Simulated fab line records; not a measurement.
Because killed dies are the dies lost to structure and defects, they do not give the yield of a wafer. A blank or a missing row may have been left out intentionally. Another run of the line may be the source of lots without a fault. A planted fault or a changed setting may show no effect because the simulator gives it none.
Split-lot trial    flow berkeleyCmos170    5 lots, 23 wafers read, on a route of 331 steps

## ABOUT THE SPLIT
At UCB170_M3_SPUTTER_01 (material Al, target thk 900 nm, time 120 s), the setting timeS was moved away from the recipe's 120 s on 4 of the 23 wafers read, by -11.9% to +11.3%. All remaining wafers had this setting at the recipe value.

## FROM SPLIT TO READING: 1 step shown by the file between the two
- UCB170_M3_RS_MEAS_02: measures by four-point-probe

## THE READING
M3_AL_THK, in nm, at UCB170_M3_THK_MEAS_03 (measures by xrf). On this fab line, fault-free wafers typically give 906 nm with a standard deviation of 13 nm.

wafer   tool, chamber at the split  timeS as run, s  against the recipe  M3_AL_THK, nm  against lot-mates on the recipe
L074.1  pvdSputter-02, -            120              recipe              921            -
L074.2  pvdSputter-02, -            120              recipe              908            -
L074.4  pvdSputter-02, -            120              recipe              900            -
L074.5  pvdSputter-02, -            120              recipe              906            -
L074.6  pvdSputter-02, -            120              recipe              897            -
L075.1  pvdSputter-01, -            120              recipe              905            -
L075.2  pvdSputter-01, -            120              recipe              918            -
L075.4  pvdSputter-01, -            120              recipe              908            -
L075.5  pvdSputter-01, -            120              recipe              928            -
L075.6  pvdSputter-01, -            120              recipe              911            -
L076.1  pvdSputter-01, -            120              recipe              900            -
L076.2  pvdSputter-01, -            120              recipe              916            -
L076.3  pvdSputter-01, -            105.7            -11.9%              790            -119
L076.4  pvdSputter-01, -            120              recipe              912            -
L076.6  pvdSputter-01, -            105.7            -11.9%              792            -117
L077.2  pvdSputter-02, -            120              recipe              920            -
L077.4  pvdSputter-02, -            120              recipe              900            -
L077.6  pvdSputter-02, -            120              recipe              922            -
L078.2  pvdSputter-04, -            133.5            +11.3%              1018           +121
L078.3  pvdSputter-04, -            120              recipe              886            -
L078.4  pvdSputter-04, -            120              recipe              897            -
L078.5  pvdSputter-04, -            133.5            +11.3%              1010           +113
L078.6  pvdSputter-04, -            120              recipe              907            -

FIT RESULTS
A straight line over all 23 wafers: M3_AL_THK changes by +9.63 nm for each +1% of timeS; r = +0.98; the points scatter about the line by 10 nm.
The same after taking each lot's own level away (the mean of its wafers on the recipe; 23 wafers): +10.2 nm for each +1%; r = +0.99; scatter 8.2 nm.
The reading moves by 1.2e+02 nm for the largest change in timeS, on that fit.
The span of the lots' own levels, 896.7 to 914.0 nm, comes to 1.3 times the standard deviation stated above.
The two slopes agree, so the slope changes little with the lot-to-lot level.
Check: with one of the wafers moved furthest among these (-11.9%) left out of the fit, the line predicts -121 nm for it against its lot-mates. Against them it came out at -119 nm.

## OTHER SPLITS APPLIED TO THESE WAFERS
These wafers also went through other splits before the reading. Each is held against what the fit with the lots' levels taken away leaves over:
other split on the same wafers     wafers away from the commonest value  r with M3_AL_THK (lot level and that fit taken away)
UCB170_M2_SPUTTER_01 powerW        9                                     +0.07
UCB170_M2_DEVELOP_14 developTimeS  7                                     -0.26

## THE WHOLE CHAIN: every reading that the file lists as answering this split, in the file's order
step                   what it does                                reading                                                                     change (the file's fit)                r (the file's)
UCB170_M3_SPUTTER_01   material Al, target thk 900 nm, time 120 s  Al_of_M3_SPUTTER_01.thkNm (the simulator's own value, which no gauge read)  +10.1 nm for each +1% of the setting   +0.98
UCB170_M3_RS_MEAS_02   measures by four-point-probe                M3_AL_RS                                                                    -0.000368 for each +1% of the setting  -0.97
UCB170_M3_THK_MEAS_03  measures by xrf                             M3_AL_THK                                                                   +10.2 for each +1% of the setting      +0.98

## THE FILE'S OWN FIT
M3_AL_THK changes by +10.2 nm for each +1% of timeS, r = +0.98.
